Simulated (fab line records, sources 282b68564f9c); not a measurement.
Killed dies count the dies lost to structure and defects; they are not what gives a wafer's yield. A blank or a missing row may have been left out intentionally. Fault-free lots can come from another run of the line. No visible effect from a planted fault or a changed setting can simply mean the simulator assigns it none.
fab line records + flow rit_cmos
[record]
- lots = 7
- wafers = 21
- last_day = 7
route steps=202 shown PLDD@118 SPACER@125 M1@202
lots untouched by any fault: they come from a run of this same line in which no faults occurred
start_h: hours from the record's first day to the start of the lot's first wafer shown + wait_h: hours elapsed since this lot's preceding step + " identical to the entry in the row above + L1.1+2: one row covering several wafers at once + - no value, or no start was given + * or withheld: withheld + < > ~ a bound
route shown NAME@n: a module of which the file shows steps, and the number in the route of the first + usual: the fault-free wafers' mean and standard deviation + same: alike in all rows + chamber/n: place in a boat + sites: per-site readings + _std_site: standard deviation of those values + _edge_site: mean of outer sites minus mean of inner sites + radius_mm: how far each site lies from the wafer's centre + mask NAME#n: copy n + behind: the most recent tool/chamber to have shaped the wafer + hold: why the lot went on hold/how many hours it stayed there/how the hold came to an end + device: the transistor (n, p or np) that didn't switch + end of line: tests run on the same wafers once the route is complete + for a step that has no rows: nothing shown but its recipe + killed: dies lost to structure and defects at the first sort, not the wafer's yield + map: shows each die of a wafer: x if killed, . if not, _ if none is there
set.NAME: the setting that was run; set.NAME@STEP: the one run at that earlier step + model.NAME: the simulator's own value behind a step, which no gauge read
lots seen at some steps along the route; tables by step, rows by wafer
services: the hour from which a tool's chamber was out of use, counted from the record's first day as start_h (under 0 if before that day), plus the number of hours and why
[[steps]]
[step RIT_PLDD_PEB_04]
[recipe]
- resist = NOVOLAK
- temp_c = withheld
- time_s = withheld
[step RIT_PLDD_DEVELOP_05]
[recipe]
- resist = NOVOLAK
- develop_time_s = 50
- dev_temp_c = 23
[step RIT_PLDD_OVL_MEAS_06]
[usual]
- PLDD_OVL = 1.0/1.6
| lot.wafer | tool       | chamber | start_h | wait_h | PLDD_OVL[nm] |
|-----------|------------|---------|---------|--------|--------------|
| L921.2    | overlay-01 | -       | 58.10   | -      | 1.1          |
| L921.3    | "          | -       | "       | "      | 2.8          |
| L921.6    | "          | -       | "       | "      | 2.7          |
| L924.1    | overlay-01 | -       | 71.05   | -      | 2.6          |
| L924.4    | "          | -       | "       | "      | 2.2          |
| L924.5    | "          | -       | "       | "      | 2.5          |
| L925.2    | overlay-01 | -       | 74.54   | -      | 3.4          |
| L925.3    | "          | -       | "       | "      | 1.1          |
| L925.5    | "          | -       | "       | "      | 0.4          |
| L926.2    | overlay-02 | -       | 79.98   | -      | 3.2          |
| L926.4    | "          | -       | "       | "      | 3.1          |
| L926.5    | "          | -       | "       | "      | 1.3          |
| L935.2    | overlay-02 | -       | 121.71  | -      | 1.2          |
| L935.5    | "          | -       | "       | "      | 2.6          |
| L935.6    | "          | -       | "       | "      | 2.6          |
| L936.1    | overlay-02 | -       | 123.37  | -      | 0.6          |
| L936.3    | "          | -       | "       | "      | 2.3          |
| L936.6    | "          | -       | "       | "      | 1.5          |
| L939.3    | overlay-02 | -       | 143.51  | -      | 3.4          |
| L939.5    | "          | -       | "       | "      | -0.6         |
| L939.6    | "          | -       | "       | "      | -0.7         |
[step RIT_PLDD_HARDBAKE_07]
[recipe]
- resist = NOVOLAK
- temp_c = 140
- time_s = 60
[step RIT_PLDD_IMPLANT_08]
[recipe]
- species = BF2
- energy_kev = 20
- dose_cm2 = 9e+14
- tilt_deg = 7
[step RIT_PLDD_STRIP_09]
[recipe]
- chemistry = O2
- time_s = 180
- resist = NOVOLAK
- platen_temp_c = withheld
- power_w = 500
- pressure_mtorr = 4000
- o2_flow_sccm = 4000
[usual]
- drypump_motor_current_A = 5.88/0.24
- o2_flow_sccm = 3999/13
| lot.wafer | tool            | chamber | start_h | wait_h | drypump_motor_current_A | o2_flow_sccm | rf_hours_counter_h |
|-----------|-----------------|---------|---------|--------|-------------------------|--------------|--------------------|
| L921.2    | plasma_asher-02 | 1       | 58.43   | 0.1    | 5.83                    | 3989         | 40                 |
| L921.3    | "               | 0       | "       | "      | 5.95                    | 3991         | -                  |
| L921.6    | "               | 1       | "       | "      | 5.83                    | 3995         | -                  |
| L924.1    | plasma_asher-04 | 1       | 71.39   | 0.1    | 5.56                    | 3989         | 28                 |
| L924.4    | "               | 0       | "       | "      | 6.28                    | 3992         | -                  |
| L924.5    | "               | 0       | "       | "      | 6.28                    | 3978         | -                  |
| L925.2    | plasma_asher-01 | 0       | 74.87   | 0.1    | 5.56                    | 4035         | 39                 |
| L925.3    | "               | 0       | "       | "      | 5.55                    | 4018         | -                  |
| L925.5    | "               | 1       | "       | "      | 6.06                    | 4001         | -                  |
| L926.2    | plasma_asher-02 | 1       | 80.43   | 0.1    | 5.88                    | 3985         | 43                 |
| L926.4    | "               | 1       | "       | "      | 5.87                    | 3985         | -                  |
| L926.5    | "               | 1       | "       | "      | 5.90                    | 3975         | -                  |
| L935.2    | plasma_asher-02 | 1       | 122.04  | 0.1    | 5.85                    | 4006         | 48                 |
| L935.5    | "               | 0       | "       | "      | 5.96                    | 4014         | -                  |
| L935.6    | "               | 1       | "       | "      | 5.89                    | 3993         | -                  |
| L936.1    | plasma_asher-02 | 1       | 123.71  | 0.1    | 5.88                    | 3980         | 48                 |
| L936.3    | "               | 1       | "       | "      | 5.87                    | 3998         | -                  |
| L936.6    | "               | 1       | "       | "      | 5.88                    | 3995         | -                  |
| L939.3    | plasma_asher-04 | 1       | 143.90  | 0.1    | 5.55                    | 4000         | -                  |
| L939.5    | "               | 0       | "       | "      | 6.28                    | 3984         | -                  |
| L939.6    | "               | 1       | "       | "      | 5.56                    | 4016         | -                  |
[step RIT_PLDD_TW_MEAS_10]
[usual]
- PLDD_TW = 2353/18
| lot.wafer | tool          | chamber | start_h | wait_h | PLDD_TW |
|-----------|---------------|---------|---------|--------|---------|
| L921.2    | film_metro-02 | -       | 58.62   | 0.1    | 2327    |
| L921.3    | "             | -       | "       | "      | 2336    |
| L921.6    | "             | -       | "       | "      | 2337    |
| L924.1    | film_metro-03 | -       | 71.56   | 0.1    | 2376    |
| L924.4    | "             | -       | "       | "      | 2360    |
| L924.5    | "             | -       | "       | "      | 2381    |
| L925.2    | film_metro-01 | -       | 75.13   | 0.2    | 2351    |
| L925.3    | "             | -       | "       | "      | 2336    |
| L925.5    | "             | -       | "       | "      | 2348    |
| L926.2    | film_metro-01 | -       | 80.61   | 0.1    | 2349    |
| L926.4    | "             | -       | "       | "      | 2344    |
| L926.5    | "             | -       | "       | "      | 2350    |
| L935.2    | film_metro-01 | -       | 122.22  | 0.1    | 2330    |
| L935.5    | "             | -       | "       | "      | 2329    |
| L935.6    | "             | -       | "       | "      | 2334    |
| L936.1    | film_metro-01 | -       | 123.88  | 0.1    | 2338    |
| L936.3    | "             | -       | "       | "      | 2330    |
| L936.6    | "             | -       | "       | "      | 2337    |
| L939.3    | film_metro-03 | -       | 144.03  | 0.1    | 2355    |
| L939.5    | "             | -       | "       | "      | 2359    |
| L939.6    | "             | -       | "       | "      | 2348    |
[step RIT_SPACER_CLEAN_00]
[recipe]
- chemistry = SC1
- mix = 3:3:50
- time_s = 600
- temp_c = 75
[step RIT_SPACER_CLEAN_01]
[recipe]
- chemistry = dHF
- dilution = 50:1
- time_s = 30
[step RIT_SPACER_CLEAN_02]
[recipe]
- chemistry = SC2
- mix = 3:3:50
- time_s = 600
- temp_c = 75
- dry = n2_spin
[step RIT_SPACER_CVD_03]
[recipe]
- material = Si3N4
- target_thk_nm = 250
- temp_c = 810
- precursor = SiH2Cl2/NH3
- time_s = 3300
- pressure_mtorr = 300
- sih2cl2_flow_sccm = 60
- nh3_flow_sccm = 150
[step RIT_SPACER_THK_MEAS_04]
[recipe]
- reads = Si3N4_of_SPACER_CVD_03
[usual]
- SPACER_NITRIDE_THK = 250.7/2.1
| lot.wafer | tool          | chamber | start_h | wait_h | SPACER_NITRIDE_THK[nm] |
|-----------|---------------|---------|---------|--------|------------------------|
| L921.2    | film_metro-03 | -       | 61.15   | 0.0    | 252.2                  |
| L921.3    | "             | -       | "       | "      | 251.8                  |
| L921.6    | "             | -       | "       | "      | 252.4                  |
| L924.1    | film_metro-03 | -       | 74.08   | 0.0    | 248.5                  |
| L924.4    | "             | -       | "       | "      | 249.3                  |
| L924.5    | "             | -       | "       | "      | 248.3                  |
| L925.2    | film_metro-04 | -       | 77.65   | 0.0    | 249.9                  |
| L925.3    | "             | -       | "       | "      | 250.6                  |
| L925.5    | "             | -       | "       | "      | 250.8                  |
| L926.2    | film_metro-03 | -       | 83.13   | 0.0    | 249.2                  |
| L926.4    | "             | -       | "       | "      | 252.0                  |
| L926.5    | "             | -       | "       | "      | 250.8                  |
| L935.2    | film_metro-03 | -       | 124.60  | 0.0    | 250.6                  |
| L935.5    | "             | -       | "       | "      | 250.6                  |
| L935.6    | "             | -       | "       | "      | 249.6                  |
| L936.1    | film_metro-03 | -       | 127.56  | 0.0    | 251.5                  |
| L936.3    | "             | -       | "       | "      | 251.6                  |
| L936.6    | "             | -       | "       | "      | 252.4                  |
| L939.3    | film_metro-03 | -       | 146.58  | 0.0    | 249.1                  |
| L939.5    | "             | -       | "       | "      | 250.5                  |
| L939.6    | "             | -       | "       | "      | 248.2                  |
[step RIT_SPACER_ETCHBACK_05]
[recipe]
- target_depth_a = 2500
- SF6_flow_sccm = 30
- CHF3_flow_sccm = 30
- target = Si3N4
- chemistry = SF6/CHF3
- pressure_mtorr = 40
- rf_w = 250
- time_s = 240
- stop_on = SiO2
[usual]
- CHF3_flow_sccm = 30.01/0.09
- SF6_flow_sccm = 30.00/0.085
- drypump_motor_current_A = 6.0/0.49
- oes_product_au = 0.846/0.011
- throttle_valve_pct = 10.22/0.15
| lot.wafer | tool        | chamber | start_h | wait_h | CHF3_flow_sccm | SF6_flow_sccm | drypump_motor_current_A | oes_product_au | rf_hours_counter_h | throttle_valve_pct | model.poly-Si_of_GATE_CVD_08.thk_nm | model.Si3N4_of_SPACER_CVD_03.thk_nm | model.SiO2_of_FOX2_OXIDATION_00.thk_nm |
|-----------|-------------|---------|---------|--------|----------------|---------------|-------------------------|----------------|--------------------|--------------------|-------------------------------------|-------------------------------------|----------------------------------------|
| L921.2    | rie_diel-03 | 2       | 61.20   | 0.0    | 29.93          | 29.99         | 6.5                     | 0.851          | 82                 | 10.08              | 166.3                               | 197.6                               | 175                                    |
| L921.3    | "           | 1       | "       | "      | 30.03          | 30.07         | 6.0                     | 0.831          | 159                | 10.32              | 166.3                               | 197.3                               | 172.3                                  |
| L921.6    | "           | 2       | "       | "      | 30.00          | 29.99         | 6.5                     | 0.852          | -                  | 10.08              | 164.4                               | 197.7                               | 165.5                                  |
| L924.1    | rie_diel-03 | 2       | 74.14   | 0.1    | -              | -             | -                       | -              | -                  | -                  | 235.9                               | 248.4                               | 232                                    |
| L924.4    | "           | 0       | "       | "      | -              | -             | -                       | -              | -                  | -                  | 230.7                               | 249.3                               | 231.8                                  |
| L924.5    | "           | 0       | "       | "      | -              | -             | -                       | -              | -                  | -                  | 235.1                               | 248.4                               | 232.3                                  |
| L925.2    | rie_diel-02 | 2       | 77.70   | 0.0    | -              | -             | -                       | -              | -                  | -                  | 234.5                               | 249.8                               | 222.3                                  |
| L925.3    | "           | 1       | "       | "      | -              | -             | -                       | -              | -                  | -                  | 234.8                               | 250.5                               | 228                                    |
| L925.5    | "           | 0       | "       | "      | -              | -             | -                       | -              | -                  | -                  | 234                                 | 250.6                               | 223.6                                  |
| L926.2    | rie_diel-03 | 3       | 83.18   | 0.0    | -              | -             | -                       | -              | -                  | -                  | 231.8                               | 249.1                               | 216.4                                  |
| L926.4    | "           | 1       | "       | "      | -              | -             | -                       | -              | -                  | -                  | 229.4                               | 252.2                               | 214.7                                  |
| L926.5    | "           | 1       | "       | "      | -              | -             | -                       | -              | -                  | -                  | 230.7                               | 250.9                               | 220.8                                  |
| L935.2    | rie_diel-01 | 0       | 124.65  | 0.0    | 29.98          | 30.14         | 6.3                     | 0.856          | 92                 | 9.99               | 166.1                               | 196.2                               | 177.8                                  |
| L935.5    | "           | 1       | "       | "      | 29.79          | 29.87         | 5.7                     | 0.850          | -                  | 10.11              | 168.7                               | 197                                 | 177.4                                  |
| L935.6    | "           | 0       | "       | "      | 29.97          | 30.14         | 6.3                     | 0.845          | -                  | 9.98               | 168.6                               | 195.7                               | 172.9                                  |
| L936.1    | rie_diel-03 | 3       | 127.62  | 0.1    | 29.98          | 30.17         | 5.4                     | 0.854          | 125                | 10.18              | 167                                 | 197.4                               | 190.1                                  |
| L936.3    | "           | 0       | "       | "      | 30.06          | 30.05         | 6.7                     | 0.854          | 5                  | 10.22              | 167.5                               | 197.5                               | 189.1                                  |
| L936.6    | "           | 1       | "       | "      | 29.95          | 30.07         | 6.0                     | 0.846          | -                  | 10.33              | 167.8                               | 198.3                               | 183.7                                  |
| L939.3    | rie_diel-01 | 3       | 146.62  | 0.0    | 29.96          | 30.05         | 6.0                     | 0.848          | 144                | 10.34              | 172.3                               | 194.6                               | 176.5                                  |
| L939.5    | "           | 1       | "       | "      | 29.95          | 29.91         | 5.7                     | 0.847          | -                  | 10.10              | 174.1                               | 197.2                               | 176.4                                  |
| L939.6    | "           | 0       | "       | "      | 29.99          | 30.04         | 6.4                     | 0.849          | -                  | 9.99               | 171.4                               | 194.2                               | 173.4                                  |
[step RIT_M1_PROBE_99]
[usual]
- killed_at_front_end = 7/3
- killed_dies = 7/3
- killed_on_rim = 1.8/1.2
- killed_open = 3.2/1.9
- killed_short = 3.6/2.2
[same]
- gross_dies = 264
- killed_at_M0_to_M3 = 0
- killed_at_M4_up = 0
- killed_at_back_side = 0
- killed_at_contacts = 0
- killed_at_other = 0
| lot.wafer | tool      | chamber | start_h | wait_h | killed_at_front_end | killed_dies | killed_on_rim | killed_open | killed_short |
|-----------|-----------|---------|---------|--------|---------------------|-------------|---------------|-------------|--------------|
| L921.2    | prober-01 | -       | 72.38   | 0.1    | 5                   | 5           | 1             | 2           | 2            |
| L921.3    | prober-01 | -       | 72.43   | 0.2    | 6                   | 6           | 2             | 5           | 0            |
| L921.6    | prober-01 | -       | 72.58   | 0.2    | 9                   | 9           | 1             | 3           | 5            |
| L924.1    | prober-02 | -       | 85.66   | 0.1    | 264                 | 264         | 70            | 3           | 2            |
| L924.4    | prober-02 | -       | 85.81   | 0.2    | 264                 | 264         | 70            | 4           | 3            |
| L924.5    | prober-02 | -       | 85.86   | 0.2    | 264                 | 264         | 70            | 2           | 5            |
| L925.2    | prober-01 | -       | 88.81   | 0.1    | 264                 | 264         | 70            | 4           | 3            |
| L925.3    | prober-01 | -       | 88.86   | 0.2    | 264                 | 264         | 70            | 5           | 5            |
| L925.5    | prober-01 | -       | 88.96   | 0.2    | 264                 | 264         | 70            | 5           | 5            |
| L926.2    | prober-02 | -       | 94.44   | 0.1    | 264                 | 264         | 70            | 4           | 1            |
| L926.4    | prober-02 | -       | 94.54   | 0.2    | 264                 | 264         | 70            | 1           | 5            |
| L926.5    | prober-02 | -       | 94.59   | 0.2    | 264                 | 264         | 70            | 3           | 4            |
| L935.2    | prober-01 | -       | 135.89  | 0.1    | 5                   | 5           | 0             | 1           | 4            |
| L935.5    | prober-01 | -       | 136.04  | 0.2    | 6                   | 6           | 2             | 2           | 4            |
| L935.6    | prober-01 | -       | 136.09  | 0.2    | 4                   | 4           | 2             | 2           | 2            |
| L936.1    | prober-02 | -       | 138.99  | 0.1    | 9                   | 9           | 1             | 4           | 5            |
| L936.3    | prober-02 | -       | 139.09  | 0.2    | 14                  | 14          | 2             | 5           | 9            |
| L936.6    | prober-02 | -       | 139.24  | 0.2    | 8                   | 8           | 3             | 4           | 4            |
| L939.3    | prober-01 | -       | 157.56  | 0.2    | 9                   | 9           | 3             | 2           | 7            |
| L939.5    | prober-01 | -       | 157.66  | 0.2    | 2                   | 2           | 2             | 0           | 2            |
| L939.6    | prober-01 | -       | 157.71  | 0.2    | 3                   | 3           | 2             | 1           | 2            |
// killed by level:class
L921.2 FOX1:geometric_particle:open=1 GATE:geometric_particle:open=1 GATE:geometric_particle:short=1 SILICIDE:geometric_particle:short=1 PSD:coat_microbubble_printed=1
L921.3 SPACER:geometric_particle:open=2 FOX1:geometric_particle:open=1 GATE:geometric_particle:open=1 SILICIDE:geometric_particle:open=1 PSD:coat_microbubble_printed=1
L921.6 SPACER:geometric_particle:open=2 SILICIDE:geometric_particle:short=2 FOX1:geometric_particle:open=1 FOX1:geometric_particle:short=1 GATE:geometric_particle:short=1 SPACER:geometric_particle:short=1 PSD:coat_microbubble_printed=1
L924.1 SPACER:area_etchback=259 FOX2:geometric_particle:short=2 FOX1:geometric_particle:open=1 GATE:geometric_particle:open=1 SILICIDE:geometric_particle:open=1
L924.4 SPACER:area_etchback=257 SPACER:geometric_particle:open=2 ACTIVE:geometric_particle:open=1 FOX1:geometric_particle:short=1 GATE:geometric_particle:short=1 SPACER:geometric_particle:short=1 SILICIDE:geometric_particle:open=1
L924.5 SPACER:area_etchback=257 SPACER:geometric_particle:short=3 GATE:geometric_particle:open=2 GATE:geometric_particle:short=2
L925.2 SPACER:area_etchback=257 FOX1:geometric_particle:open=2 FOX1:geometric_particle:short=2 GATE:geometric_particle:open=2 GATE:geometric_particle:short=1
L925.3 SPACER:area_etchback=254 GATE:geometric_particle:open=2 SPACER:geometric_particle:short=2 SPACER:geometric_particle:open=2 FOX2:geometric_particle:short=1 GATE:geometric_particle:short=1 REOX:geometric_particle:short=1 REOX:geometric_particle:open=1
L925.5 SPACER:area_etchback=254 GATE:geometric_particle:open=2 GATE:geometric_particle:short=2 FOX2:geometric_particle:short=1 FOX2:geometric_particle:open=1 SPACER:geometric_particle:open=1 SPACER:geometric_particle:short=1 SILICIDE:geometric_particle:short=1
L926.2 SPACER:area_etchback=258 REOX:geometric_particle:open=4 SILICIDE:geometric_particle:short=1 PRETRO:coat_microbubble_printed=1
L926.4 SPACER:area_etchback=258 FOX1:geometric_particle:short=2 GATE:geometric_particle:open=1 GATE:geometric_particle:short=1 REOX:geometric_particle:short=1 SPACER:geometric_particle:short=1
L926.5 SPACER:area_etchback=257 FOX1:geometric_particle:short=1 GATE:geometric_particle:open=1 GATE:geometric_particle:short=1 REOX:geometric_particle:open=1 REOX:geometric_particle:short=1 SILICIDE:geometric_particle:short=1 SILICIDE:geometric_particle:open=1
L935.2 FOX1:geometric_particle:short=2 FOX1:geometric_particle:open=1 GATE:geometric_particle:short=1 REOX:geometric_particle:short=1
L935.5 GATE:geometric_particle:open=2 REOX:geometric_particle:short=2 FOX1:geometric_particle:short=1 SILICIDE:geometric_particle:short=1
L935.6 FOX2:geometric_particle:short=1 GATE:geometric_particle:open=1 GATE:geometric_particle:short=1 SILICIDE:geometric_particle:open=1
L936.1 GATE:geometric_particle:open=3 GATE:geometric_particle:short=3 ACTIVE:geometric_particle:short=1 FOX1:geometric_particle:open=1 SILICIDE:geometric_particle:short=1
L936.3 GATE:geometric_particle:short=4 SPACER:geometric_particle:short=4 GATE:geometric_particle:open=3 SPACER:geometric_particle:open=2 REOX:geometric_particle:short=1
L936.6 REOX:geometric_particle:open=3 GATE:geometric_particle:short=2 FOX1:geometric_particle:open=1 REOX:geometric_particle:short=1 SPACER:geometric_particle:short=1
L939.3 REOX:geometric_particle:short=3 FOX1:geometric_particle:short=2 FOX1:geometric_particle:open=1 GATE:geometric_particle:open=1 SPACER:geometric_particle:short=1 SILICIDE:geometric_particle:short=1
L939.5 SPACER:geometric_particle:short=1 SILICIDE:geometric_particle:short=1
L939.6 FOX1:geometric_particle:short=1 FOX2:geometric_particle:open=1 REOX:geometric_particle:short=1
// map L924.1 (x killed, . not)
________xxxxxxx_______
_____xxxxxxxxxxxxx____
____xxxxxxxxxxxxxxx___
___xxxxxxxxxxxxxxxxx__
__xxxxxxxxxxxxxxxxxxx_
__xxxxxxxxxxxxxxxxxxx_
_xxxxxxxxxxxxxxxxxxxxx
_xxxxxxxxxxxxxxxxxxxxx
_xxxxxxxxxxxxxxxxxxxxx
_xxxxxxxxxxxxxxxxxxxxx
__xxxxxxxxxxxxxxxxxxx_
__xxxxxxxxxxxxxxxxxxx_
___xxxxxxxxxxxxxxxxx__
____xxxxxxxxxxxxxxx___
_____xxxxxxxxxxxxx____
________xxxxxxx_______
// map L925.2 (x killed, . not)
________xxxxxxx_______
_____xxxxxxxxxxxxx____
____xxxxxxxxxxxxxxx___
___xxxxxxxxxxxxxxxxx__
__xxxxxxxxxxxxxxxxxxx_
__xxxxxxxxxxxxxxxxxxx_
_xxxxxxxxxxxxxxxxxxxxx
_xxxxxxxxxxxxxxxxxxxxx
_xxxxxxxxxxxxxxxxxxxxx
_xxxxxxxxxxxxxxxxxxxxx
__xxxxxxxxxxxxxxxxxxx_
__xxxxxxxxxxxxxxxxxxx_
___xxxxxxxxxxxxxxxxx__
____xxxxxxxxxxxxxxx___
_____xxxxxxxxxxxxx____
________xxxxxxx_______
[[services]]
| tool            | chamber | start_h | hours | kind           |
|-----------------|---------|---------|-------|----------------|
| rie_diel-02     | 1       | 50.83   | 7.6   | repair         |
| rie_diel-03     | 0       | 53.04   | 12.4  | repair         |
| rie_diel-01     | 2       | 54.92   | 3.1   | repair         |
| plasma_asher-04 | -       | 84.26   | 1.3   | repair         |
| rie_diel-03     | 1       | 101.81  | -     | clean          |
| rie_diel-03     | 1       | 101.81  | 13.4  | scheduled_down |
| rie_diel-03     | 1       | 101.81  | 13.4  | vent_cycle     |
| plasma_asher-04 | -       | 103.48  | 2.8   | pm             |
| rie_diel-02     | 3       | 105.16  | 7.2   | repair         |
| plasma_asher-01 | -       | 108.75  | 9.0   | pm             |
| plasma_asher-01 | 0       | 108.75  | 9.0   | vent_cycle     |
| plasma_asher-01 | 1       | 108.75  | 9.0   | vent_cycle     |
| rie_diel-02     | 1       | 109.64  | 7.4   | repair         |
| plasma_asher-01 | 0       | 117.75  | -     | clean          |
| plasma_asher-01 | 1       | 117.75  | -     | clean          |
[[key]]
[first_sign]
- step = RIT_SPACER_ETCHBACK_05
- reading = tool_record
- direction = missing
[effect]
- step = RIT_M1_PROBE_99
- reading = killed_at_front_end
- direction = up
- sigmas = 85
- usual = 7
- struck = 264
[model_effect]
- step = RIT_SPACER_ETCHBACK_05
- value = poly-Si_of_GATE_CVD_08.thk_nm
- without = 167.5
- struck = 233
[more_kills_born_at]
- RIT_SPACER_ETCHBACK_05@rie_diel-03 = 1546
- RIT_SPACER_ETCHBACK_05@rie_diel-02 = 765
met_at RIT_SPACER_ETCHBACK_05
struck_wafers L924.1,L924.4,L924.5,L925.2,L925.3,L925.5,L926.2,L926.4,L926.5
later_rows_left_out L924.1,L924.4,L924.5,L925.2,L925.3,L925.5,L926.2,L926.4,L926.5
tester_left_out L924,L925,L926
onset_between 61.20 74.14
[fault]
- kind = skipped_step_whole
- tool = rie_diel-02,rie_diel-03
- chamber = -
- onset_h = 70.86
- steps = RIT_SPACER_ETCHBACK_05
- scope = struck_lots_only
// tester_left_out: of these lots the tester's yield and bins aren't shown, on N5 and GAA mostly nor the transistor test; their killed dies are dies lost to structure and defects alone, not to doping, threshold or leakage, so they don't give the yield
// later_rows_left_out: the simulator's readings of these wafers behind a module that went badly wrong aren't trusted and aren't shown, but for the sort
